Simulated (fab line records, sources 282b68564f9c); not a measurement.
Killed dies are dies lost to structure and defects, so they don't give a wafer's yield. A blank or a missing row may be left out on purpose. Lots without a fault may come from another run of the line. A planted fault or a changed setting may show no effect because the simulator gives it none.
One fault seen from 2 desks | flow rit_cmos | each desk has only its own numbers; what lay behind them comes last

THE METROLOGY DESK
What the gauges read, lot by lot, whatever tool the lot ran on: means of the sampled wafers that have a number. A lot is out of limits, marked OUT, if its mean lies more than 4 standard deviations from the usual mean; the brackets give that distance.
Columns: A = M1_OVL at RIT_M1_OVL_MEAS_10, usual 0.7 nm
lot  | first seen here | A
L624 | day 3 12:09     | 2.9
L626 | day 3 21:59     | 0.4
L627 | day 4 02:02     | -1.3
L628 | day 4 06:59     | 1.1
L629 | day 4 12:26     | 1.0
L630 | day 4 17:14     | -2.1
L631 | day 4 22:55     | 1.0
L632 | day 5 03:10     | 2.8
L633 | day 5 08:28     | 0.6
L634 | day 5 13:01     | 0.9
L635 | day 5 19:35     | 1.0
L639 | day 6 13:46     | 2.1
L640 | day 6 20:26     | 241.2 (+99 or more) OUT
L642 | day 7 05:04     | 241.2 (+99 or more) OUT
L644 | day 7 15:44     | 241.2 (+99 or more) OUT
This desk's finding: out of limits on L640, L642, L644; first on L640, day 6 20:26 (M1_OVL at RIT_M1_OVL_MEAS_10). In limits: L624, L626, L627, L628, L629, L630, L631, L632, L633, L634, L635, L639.

THE TOOL OWNER'S DESK: iline_stepper-02
The tool's own readings at RIT_M1_EXPOSE_06 (exposes mask M12, target cd 2600 nm): means of the sampled wafers that have a number, for each lot that ran on this tool. A lot is out of limits, marked OUT, if its mean lies more than 4 standard deviations from the usual mean; the brackets give that distance.
Columns: A = focus_offset_nm at RIT_M1_EXPOSE_06, usual -0.1 nm
lot  | first seen here | A
L624 | day 3 11:36     | 0.2
L628 | day 4 06:27     | 0.6
L629 | day 4 11:55     | -0.1
L631 | day 4 22:22     | 0.2
L635 | day 5 19:05     | 0.6
L640 | day 6 19:53     | -0.7
L642 | day 7 04:31     | 0.1
L644 | day 7 15:11     | -0.9
This desk's finding: nothing out of limits on any of the 8 lots.

PUT TOGETHER
The metrology desk could have raised an alarm at day 6 20:26, on L640, L642, L644.
The tool owner's desk saw nothing out of limits.
The tool owner's desk has L640, L642, L644 on record, within its limits.
Of the lots named, all ran RIT_M1_EXPOSE_06 on iline_stepper-02.

WHAT THE SIMULATOR HAD PUT IN
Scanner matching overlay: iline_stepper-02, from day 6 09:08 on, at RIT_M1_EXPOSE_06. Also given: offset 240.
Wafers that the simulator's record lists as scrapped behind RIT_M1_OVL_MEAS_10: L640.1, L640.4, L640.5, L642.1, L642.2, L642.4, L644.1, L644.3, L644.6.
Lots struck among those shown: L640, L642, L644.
Hours from the fault's start to each desk's first reading out of limits: the metrology desk, 11.
